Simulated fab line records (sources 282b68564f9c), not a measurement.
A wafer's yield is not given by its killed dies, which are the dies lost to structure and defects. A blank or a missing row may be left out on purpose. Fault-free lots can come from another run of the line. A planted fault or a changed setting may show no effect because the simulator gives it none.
Comparing a struck lot with a sound one || flow rit-cmos || 43 steps out of a route of 202
Sound: the wafers L226.3, L226.4, L226.5. Wafers L239.1, L239.5, L239.6 were the ones struck. The cause comes at the end.
For every step that has rows: the tool of each side, followed by ch and its chambers, followed by its first start. Under that, the readings that differ: sound wafers || struck wafers || difference of the means || sigmas: that difference in standard deviations of wafers without a fault.
alike: readings with means less than 2 such deviations apart, plus words and numbers identical on both sides. not compared: withheld readings, readings lacking a value on some wafer, bounds such as >300 that could conceal the same value, and numbers that have no deviation in the record and whose values overlap.
Wherever a step has rows on one side only, a row that says differs or no value, or a row with sigmas, the two part there. Non-overlapping numbers with no deviation appear without sigmas and do not part them. Lack of a reading on every wafer of one side parts them only where that side has two or more wafers.

first, 1 step without rows for these wafers: RIT_ACTIVE_DEVELOP_10 (develop time 50 s).
RIT_ACTIVE_CD_MEAS_11 targets a cd of 1400 nm.
  struck on cd-sem-02, day 5 20:49; sound on cd-sem-01, day 3 02:11
  alike: cd-nm
then, 1 step without rows for these wafers: RIT_ACTIVE_HARDBAKE_12 (time 60 s).
RIT_ACTIVE_ETCH_13: etches Si3N4 in SF6, stops on SiO2, time 210 s, target depth 210 nm.
  sound on rie-diel-01 ch 0,1,2, day 3 02:25; struck on rie-diel-01 ch 0,1,2, day 5 21:05
  alike: drypump-motor-current-A, oes-product-au, throttle-valve-pct
  not compared: rf-hours-counter-h
RIT_ACTIVE_STRIP_14: strips in O2, time 180 s.
  sound on plasma-asher-03 ch 0,1, day 3 02:37; struck on plasma-asher-03 ch 0,1, day 5 21:13
  alike: drypump-motor-current-A, o2-flow-sccm, rf-refl-power-W
  not compared: rf-hours-counter-h
RIT_ACTIVE_CD_MEAS_90 targets a cd of 1400 nm.
  struck on cd-sem-01, day 5 21:23; sound on cd-sem-02, day 3 02:46
  alike: cd-nm
then, 4 steps without rows for these wafers: RIT_ACTIVE_CLEAN_15 (cleans in SC1, time 600 s); RIT_ACTIVE_CLEAN_16 (cleans in dHF, time 30 s); RIT_ACTIVE_CLEAN_17 (cleans in SC2, time 600 s); RIT_FOX1_OXIDATION_00 (target thk 350.7 nm, ox time 1130 s).
RIT_FOX1_THK_MEAS_01:
  struck on film-metro-01, day 6 01:04; sound on film-metro-04, day 3 07:22
  alike: FOX1_OXIDE_THK
then, 1 step without rows for these wafers: RIT_FOX1_WET_ETCH_02 (etches SiO2 in BOE, target depth 350 nm, time 390 s).
RIT_FOX2_OXIDATION_00: target thk 350.7 nm, ox time 1158 s.
  sound on furnace-03 ch 0, day 3 07:32; struck on furnace-03 ch 0, day 6 03:01
  alike: ox-temp-c-max
RIT_FOX2_THK_MEAS_01:
  struck on film-metro-04, day 6 04:19; sound on film-metro-01, day 3 08:52
  alike: FOX2_OXIDE_THK
then, 2 steps without rows for these wafers: RIT_FOX2_CLEAN_02 (cleans in dHF, time 180 s); RIT_FOX2_WET_ETCH_03 (etches Si3N4 in H3PO4, target depth 195 nm, time 2700 s).
RIT_FOX2_THK_MEAS_90:
  struck on film-metro-01, day 6 05:16; sound on film-metro-04, day 3 09:44
  alike: FIELD_OXIDE_LEFT_1_THK
then, 6 steps without rows for these wafers: RIT_NWELL_HMDS_00 (prime time 60 s); RIT_NWELL_COAT_01 (resist thk 1300 nm); RIT_NWELL_SOFTBAKE_02 (time 60 s); RIT_NWELL_EXPOSE_03 (exposes mask M2, target cd 43900 nm); RIT_NWELL_PEB_04; RIT_NWELL_DEVELOP_05 (develop time 68 s).
RIT_NWELL_OVL_MEAS_06:
  struck on overlay-02, day 6 06:16; sound on overlay-02, day 3 10:40
  alike: NWELL_OVL
then, 2 steps without rows for these wafers: RIT_NWELL_HARDBAKE_07 (time 120 s); RIT_NWELL_IMPLANT_08.
RIT_NWELL_STRIP_09: strips in O2, time 180 s.
  sound on plasma-asher-04 ch 0,1, day 3 11:10; struck on plasma-asher-03 ch 0,1, day 6 06:43
  alike: drypump-motor-current-A, o2-flow-sccm, rf-refl-power-W
  not compared: rf-hours-counter-h
RIT_NWELL_TW_MEAS_10:
  struck on film-metro-04, day 6 06:53; sound on film-metro-03, day 3 11:17
  alike: NWELL_TW
then, 6 steps without rows for these wafers: RIT_PWELL_HMDS_00 (prime time 60 s); RIT_PWELL_COAT_01 (resist thk 1300 nm); RIT_PWELL_SOFTBAKE_02 (time 60 s); RIT_PWELL_EXPOSE_03 (exposes mask M3, target cd 43700 nm); RIT_PWELL_PEB_04; RIT_PWELL_DEVELOP_05 (develop time 68 s).
RIT_PWELL_OVL_MEAS_06:
  struck on overlay-01, day 6 07:57; sound on overlay-02, day 3 12:21
  alike: PWELL_OVL
then, 2 steps without rows for these wafers: RIT_PWELL_HARDBAKE_07 (time 120 s); RIT_PWELL_IMPLANT_08.
RIT_PWELL_STRIP_09: strips in O2, time 180 s.
  sound on plasma-asher-02 ch 0,1, day 3 12:50; struck on plasma-asher-03 ch 0,1, day 6 08:23
  alike: drypump-motor-current-A, o2-flow-sccm, rf-refl-power-W
  not compared: rf-hours-counter-h
RIT_PWELL_TW_MEAS_10:
  struck on film-metro-04, day 6 08:34; sound on film-metro-03, day 3 12:58
  alike: PWELL_TW
then, 1 step without rows for these wafers: RIT_WELLDRIVE_ANNEAL_00 (time 14700 s).
RIT_WELLDRIVE_RS_MEAS_01: uses a four-point probe to measure.
  struck on film-metro-04, day 6 15:39; sound on film-metro-04, day 3 18:08
{"reading": "NWELL_RS (ohm/sq)", "sound": "274.6 274.6 274.5", "struck": "276.4 277.0 276.2", "difference": "+2.0", "sigmas": "+2"}
RIT_WELLDRIVE_RS_MEAS_02: uses a four-point probe to measure.
  struck on film-metro-04, day 6 15:46; sound on film-metro-04, day 3 18:15
  alike: PWELL_RS
RIT_M1_PROBE_99:
  struck on prober-02, day 8 09:16; sound on prober-01, day 5 03:24
{"reading": "killed-at-front-end", "sound": "5 10 9", "struck": "65 77 71", "difference": "+63", "sigmas": "+21"}
{"reading": "killed-dies", "sound": "5 10 9", "struck": "65 77 71", "difference": "+63", "sigmas": "+21"}
{"reading": "killed-on-rim", "sound": "1 4 3", "struck": "9 23 17", "difference": "+14", "sigmas": "+11"}
  alike: killed-at-contacts, killed-open, killed-short

WHERE THEY PART
At RIT_WELLDRIVE_RS_MEAS_01 first; at RIT_M1_PROBE_99 last (within this record only).

WHY: whatever the simulator had introduced
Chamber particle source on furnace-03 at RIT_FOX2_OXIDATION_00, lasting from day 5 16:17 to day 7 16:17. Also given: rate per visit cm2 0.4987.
